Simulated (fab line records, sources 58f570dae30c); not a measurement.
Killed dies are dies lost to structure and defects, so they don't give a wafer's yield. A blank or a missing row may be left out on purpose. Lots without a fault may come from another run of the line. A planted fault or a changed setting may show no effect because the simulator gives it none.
fab line records | flow berkeley_cmos170
record lots=14 wafers=42 last_day=13
route steps=331 shown START@4 PLDD@154 V1@267 V2@304
lots that met no fault: from a run of the same line without faults
start_h: hours from the record's first day to the start of the lot's first wafer shown | wait_h: hours since the lot's step before | " the same as in the row above | L1.1+2: a row that stands for several wafers | - no value, or no start given | * or withheld: withheld | < > ~ a bound
route shown NAME@n: a module of which the file shows steps, and the number in the route of the first | usual: mean/standard deviation of fault-free wafers | same: alike in all rows | chamber/n: place in a boat | sites: the reading at each site | _std_site: their standard deviation | _edge_site: outer sites' mean less inner sites' | radius_mm: how far each site lies from the wafer's centre | mask NAME#n: copy n | behind: the tool/chamber that last shaped the wafer | hold: why the lot was held/for how many hours/how that ended | device: the transistor (n, p or np) that didn't switch | end of line: the same wafers' tests at the end of the route | a step without rows: its recipe alone | killed: dies lost to structure and defects at the first sort, not the wafer's yield | map: a wafer's dies, x killed, . not, _ none there
set.NAME: the setting as run; set.NAME@STEP: as run at that earlier step | model.NAME: the simulator's own value behind a step, which no gauge read
steps of the route over a sample of lots; a table a step, a row a wafer
services: from which hour (start_h, from the record's first day; less than 0 if before it) a tool's chamber was out of use, for how many hours, and why
## steps
# step UCB170_START_THK_MEAS_03
# recipe reads=SiO2_of_START_OXIDATION_02
# usual START_OXIDE_THK=20.0/0.41
# columns lot.wafer tool chamber start_h wait_h START_OXIDE_THK[nm]
L556.2 film_metro-02 - 11.84 0.0 20.5
L556.4 " - " " 20.3
L556.6 " - " " 20.2
L557.2 film_metro-02 - 20.32 0.0 20.1
L557.3 " - " " 20.3
L557.4 " - " " 20.1
L559.2 film_metro-04 - 30.34 0.0 20.2
L559.3 " - " " 20.5
L559.6 " - " " 20.3
L560.3 film_metro-02 - 35.35 0.0 19.8
L560.5 " - " " 19.8
L560.6 " - " " 19.8
L561.1 film_metro-04 - 41.26 0.0 20.1
L561.4 " - " " 19.7
L561.5 " - " " 19.9
L563.1 film_metro-03 - 50.74 0.0 19.3
L563.4 " - " " 19.3
L563.6 " - " " 19.5
L566.1 film_metro-02 - 64.93 0.0 20.0
L566.2 " - " " 20.6
L566.3 " - " " 20.0
L569.2 film_metro-03 - 82.41 0.0 20.7
L569.3 " - " " 20.0
L569.4 " - " " 19.6
L571.2 film_metro-04 - 90.40 0.0 19.7
L571.4 " - " " 19.6
L571.6 " - " " 19.4
L573.1 film_metro-04 - 101.58 0.0 20.8
L573.3 " - " " 20.8
L573.5 " - " " 20.7
L575.2 film_metro-02 - 112.49 0.0 20.0
L575.3 " - " " 20.1
L575.6 " - " " 19.8
L577.1 film_metro-04 - 120.55 0.0 20.3
L577.2 " - " " 20.4
L577.5 " - " " 20.4
L578.1 film_metro-02 - 125.39 0.0 19.7
L578.3 " - " " 19.5
L578.6 " - " " 19.5
L579.1 film_metro-03 - 134.84 0.0 20.8
L579.2 " - " " 20.8
L579.5 " - " " 20.9
# step UCB170_PLDD_IMPLANT_09
# recipe species=BF2 dose_cm2=5e+13 energy_kev=10 tilt_deg=7 rotation_deg=180
# usual beam_energy_keV=10.000/0.0029 beam_on_s=10.2/0.37 dose_ions_cm2=5e+13/5.6e+10 faraday_current_uA=155/5.5
# same implant_ion_amu=49
# columns lot.wafer tool chamber start_h wait_h beam_energy_keV beam_on_s dose_ions_cm2 faraday_current_uA
L556.2 implanter-04 0 161.82 0.1 9.9973 9.8 5.009e+13 162
L556.4 " 0 " " 9.9984 10.0 5.009e+13 158
L556.6 " 0 " " 9.9997 10.0 4.999e+13 159
L557.2 implanter-04 0 166.82 0.1 10.001 9.9 5.001e+13 159
L557.3 " 0 " " 10.001 9.9 4.992e+13 159
L557.4 " 0 " " 10.001 9.9 4.998e+13 160
L560.3 implanter-04 0 172.05 0.1 9.9997 9.8 4.996e+13 161
L560.5 " 0 " " 9.9963 9.8 4.999e+13 161
L560.6 " 0 " " 9.9946 10.0 4.997e+13 158
L559.2 implanter-04 0 172.38 0.1 10.005 10.1 5e+13 156
L559.3 " 0 " " 10.005 10.0 5.009e+13 158
L559.6 " 0 " " 9.9991 10.2 4.997e+13 156
L561.1 implanter-04 0 183.55 0.1 9.9962 9.9 3.899e+13 125
L561.4 " 0 " " 9.9973 10.0 3.912e+13 125
L561.5 " 0 " " 9.9977 10.1 3.905e+13 123
L563.1 implanter-03 0 184.13 0.1 10.005 10.8 4.994e+13 147
L563.4 " 0 " " 10.003 10.5 4.993e+13 152
L563.6 " 0 " " 9.9981 10.4 4.997e+13 153
L566.1 implanter-04 0 207.15 0.1 9.9984 10.1 3.894e+13 123
L566.2 " 0 " " 9.9992 9.6 3.897e+13 129
L566.3 " 0 " " 9.9997 10.1 3.899e+13 123
L569.2 implanter-03 0 221.34 0.1 10.004 10.4 5.004e+13 152
L569.3 " 0 " " 10.005 10.8 5.002e+13 146
L569.4 " 0 " " 10.004 10.9 5.01e+13 146
L571.2 implanter-01 0 221.58 0.1 10.006 9.8 4.994e+13 162
L571.4 " 0 " " 9.9996 9.6 4.995e+13 164
L571.6 " 0 " " 10.001 9.9 5.004e+13 159
L573.1 implanter-03 0 244.17 0.1 10.0000 10.7 4.998e+13 148
L573.3 " 0 " " 10.000 10.8 4.988e+13 148
L573.5 " 0 " " 9.9985 10.4 4.986e+13 151
L575.2 implanter-01 0 244.23 0.1 10.005 10.1 5.005e+13 156
L575.3 " 0 " " 10.000 9.9 4.998e+13 161
L575.6 " 0 " " 10.003 10.0 4.998e+13 159
L577.1 implanter-03 0 265.57 0.1 10.002 10.6 5.004e+13 150
L577.2 " 0 " " 9.9980 10.3 5.007e+13 153
L577.5 " 0 " " 9.9992 10.4 5.004e+13 153
L578.1 implanter-01 0 265.97 0.1 10.004 10.0 4.992e+13 159
L578.3 " 0 " " 10.003 9.8 4.996e+13 160
L578.6 " 0 " " 10.005 10.3 4.998e+13 154
L579.1 implanter-03 0 279.05 0.1 10.004 10.9 4.995e+13 144
L579.2 " 0 " " 10.003 10.7 5.007e+13 147
L579.5 " 0 " " 10.003 10.1 4.997e+13 156
# step UCB170_PLDD_TW_MEAS_11
# usual PLDD_TW=1009/4.8
# columns lot.wafer tool chamber start_h wait_h PLDD_TW
L556.2 film_metro-02 - 162.05 0.1 1008
L556.4 " - " " 1007
L556.6 " - " " 1012
L557.2 film_metro-03 - 167.05 0.1 1010
L557.3 " - " " 1017
L557.4 " - " " 1019
L560.3 film_metro-02 - 172.29 0.1 1010
L560.5 " - " " 1009
L560.6 " - " " 1015
L559.2 film_metro-03 - 172.62 0.1 1003
L559.3 " - " " 1007
L559.6 " - " " 999
L561.1 film_metro-02 - 183.80 0.1 971
L561.4 " - " " 974
L561.5 " - " " 968
L563.1 film_metro-03 - 184.38 0.1 1008
L563.4 " - " " 1003
L563.6 " - " " 1005
L566.1 film_metro-04 - 207.40 0.1 967
L566.2 " - " " 971
L566.3 " - " " 970
L569.2 film_metro-02 - 221.58 0.1 1007
L569.3 " - " " 1007
L569.4 " - " " 1005
L571.2 film_metro-03 - 221.82 0.1 1012
L571.4 " - " " 1016
L571.6 " - " " 1014
L573.1 film_metro-04 - 244.42 0.1 1016
L573.3 " - " " 1013
L573.5 " - " " 1016
L575.2 film_metro-02 - 244.46 0.1 1006
L575.3 " - " " 1009
L575.6 " - " " 1009
L577.1 film_metro-04 - 266.00 0.2 1011
L577.2 " - " " 1017
L577.5 " - " " 1016
L578.1 film_metro-04 - 266.22 0.1 1010
L578.3 " - " " 1015
L578.6 " - " " 1015
L579.1 film_metro-02 - 279.30 0.1 1012
L579.2 " - " " 1009
L579.5 " - " " 1011
# step UCB170_SDANNEAL_RS_MEAS_04
# recipe thk_meas_gauge=four-point-probe
# usual PLDD_RS=1031.5/2.5
# columns lot.wafer tool chamber start_h wait_h PLDD_RS[ohm/sq]
L556.2 film_metro-04 - 173.18 0.1 1034.6
L556.4 " - " " 1029.6
L556.6 " - " " 1029.9
L557.2 film_metro-02 - 179.16 0.1 1031.2
L557.3 " - " " 1033.2
L557.4 " - " " 1034.5
L560.3 film_metro-04 - 186.80 0.1 1031.0
L560.5 " - " " 1032.3
L560.6 " - " " 1032.5
L559.2 film_metro-03 - 188.11 0.1 1032.8
L559.3 " - " " 1032.6
L559.6 " - " " 1034.2
L561.1 film_metro-02 - 197.45 0.1 1138.6
L561.4 " - " " 1137.6
L561.5 " - " " 1134.6
L563.1 film_metro-04 - 198.07 0.1 1030.2
L563.4 " - " " 1030.3
L563.6 " - " " 1030.2
L566.1 film_metro-03 - 219.52 0.1 1133.7
L566.2 " - " " 1135.9
L566.3 " - " " 1132.3
L569.2 film_metro-04 - 236.37 0.1 1033.2
L569.3 " - " " 1032.1
L569.4 " - " " 1034.6
L571.2 film_metro-02 - 236.37 0.1 1031.0
L571.4 " - " " 1033.6
L571.6 " - " " 1035.0
L573.1 film_metro-04 - 258.17 0.1 1032.6
L573.3 " - " " 1034.4
L573.5 " - " " 1034.3
L575.2 film_metro-04 - 259.22 0.1 1030.8
L575.3 " - " " 1030.3
L575.6 " - " " 1026.1
L577.1 film_metro-04 - 279.11 0.1 1028.9
L577.2 " - " " 1026.9
L577.5 " - " " 1027.7
L578.1 film_metro-03 - 279.87 0.1 1029.1
L578.3 " - " " 1029.3
L578.6 " - " " 1030.9
L579.1 film_metro-02 - 296.17 0.1 1033.4
L579.2 " - " " 1031.3
L579.5 " - " " 1033.5
# step UCB170_V1_OVL_MEAS_13
# usual V1_OVL=-2/4.9
# columns lot.wafer tool chamber start_h wait_h V1_OVL[nm]
L556.2 overlay-01 - 185.76 0.1 -9
L556.4 " - " " -7
L556.6 " - " " -4
L557.2 overlay-02 - 194.91 0.1 -4
L557.3 " - " " 2
L557.4 " - " " 2
L560.3 overlay-02 - 198.50 0.1 9
L560.5 " - " " 9
L560.6 " - " " 5
L559.2 overlay-01 - 200.96 0.1 -3
L559.3 " - " " 2
L559.6 " - " " -1
L561.1 overlay-02 - 209.14 0.1 -2
L561.4 " - " " -2
L561.5 " - " " -1
L563.1 overlay-02 - 210.97 0.1 2
L563.4 " - " " 0
L563.6 " - " " 2
L566.1 overlay-02 - 232.14 0.1 -8
L566.2 " - " " -8
L566.3 " - " " -10
L569.2 overlay-02 - 249.05 0.1 2
L569.3 " - " " -5
L569.4 " - " " 1
L571.2 overlay-01 - 251.75 0.1 1
L571.4 " - " " 3
L571.6 " - " " 0
L575.2 overlay-01 - 274.82 0.1 -12
L575.3 " - " " 1
L575.6 " - " " -2
L573.1 overlay-02 - 275.04 0.1 -10
L573.3 " - " " -7
L573.5 " - " " -8
L577.1 overlay-01 - 292.97 0.1 -11
L577.2 " - " " -3
L577.5 " - " " -5
L578.1 overlay-01 - 293.52 0.1 -1
L578.3 " - " " 4
L578.6 " - " " 0
L579.1 overlay-01 - 310.67 0.1 -1
L579.2 " - " " 5
L579.5 " - " " -4
# step UCB170_V2_CD_MEAS_12
# recipe target_cd_nm=700
# usual cd_nm=699.9/1.3
# columns lot.wafer tool chamber start_h wait_h cd_nm
L556.2 cd_sem-02 - 191.93 - 700.6
L556.4 " - " " 701.4
L556.6 " - " " 700.5
L557.2 cd_sem-01 - 199.96 - 701.8
L557.3 " - " " 700.8
L557.4 " - " " 701.9
L560.3 cd_sem-01 - 204.19 - 699.3
L560.5 " - " " 699.0
L560.6 " - " " 700.5
L559.2 cd_sem-02 - 207.54 - 701.0
L559.3 " - " " 701.5
L559.6 " - " " 699.8
L561.1 cd_sem-01 - 214.44 - 699.1
L561.4 " - " " 697.9
L561.5 " - " " 699.3
L563.1 cd_sem-01 - 216.44 - 701.0
L563.4 " - " " 700.7
L563.6 " - " " 700.1
L566.1 cd_sem-01 - 238.55 - 699.3
L566.2 " - " " 699.4
L566.3 " - " " 698.4
L569.2 cd_sem-02 - 254.09 - 699.3
L569.3 " - " " 698.1
L569.4 " - " " 699.0
L571.2 cd_sem-02 - 258.10 - 698.9
L571.4 " - " " 701.1
L571.6 " - " " 699.4
L575.2 cd_sem-02 - 282.92 - 704.2
L575.3 " - " " 701.8
L575.6 " - " " 702.1
L573.1 cd_sem-01 - 283.09 - 699.9
L573.3 " - " " 699.1
L573.5 " - " " 699.9
L577.1 cd_sem-01 - 298.67 - 698.3
L577.2 " - " " 698.3
L577.5 " - " " 699.1
L578.1 cd_sem-01 - 299.46 - 700.5
L578.3 " - " " 700.3
L578.6 " - " " 701.6
L579.1 cd_sem-02 - 317.16 - 698.8
L579.2 " - " " 699.7
L579.5 " - " " 698.7
## services
# columns tool chamber start_h hours kind
implanter-01 - 155.13 3.8 pm
implanter-03 - 166.25 1.4 repair
implanter-03 - 167.60 4.5 pm
implanter-04 - 200.71 3.6 repair
implanter-01 - 225.75 1.9 repair
implanter-04 - 230.72 10.4 repair
implanter-03 - 249.25 0.8 repair
implanter-01 - 274.94 2.4 repair
## key
first_sign step=UCB170_PLDD_IMPLANT_09 reading=dose_ions_cm2 direction=down sigmas=99+ usual=5e+13 struck=3.901e+13
effect step=UCB170_PLDD_IMPLANT_09 reading=faraday_current_uA direction=down sigmas=5.5 usual=155 struck=125
effect step=UCB170_PLDD_TW_MEAS_11 reading=PLDD_TW direction=down sigmas=8.2 usual=1009 struck=970
effect step=UCB170_SDANNEAL_RS_MEAS_04 reading=PLDD_RS direction=up sigmas=41 usual=1031.5 struck=1135.4
met_at UCB170_PLDD_IMPLANT_09
struck_lots L561,L566
tester_left_out L561,L566
not_acting_at UCB170_START_THK_MEAS_03,UCB170_V1_OVL_MEAS_13,UCB170_V2_CD_MEAS_12
onset_between 172.38 183.55
fault kind=process_parameter_drift tool=implanter-04 chamber=- onset_h=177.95 steps=UCB170_PLDD_IMPLANT_09 channel=dose_cm2 offset=-1.1e+13 shape=step end_h=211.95 acts_in=these_recipes_only stated=5e+13
# tester_left_out: of these lots the tester's yield and bins aren't shown, on N5 and GAA mostly nor the transistor test; their killed dies are dies lost to structure and defects alone, not to doping, threshold or leakage, so they don't give the yield
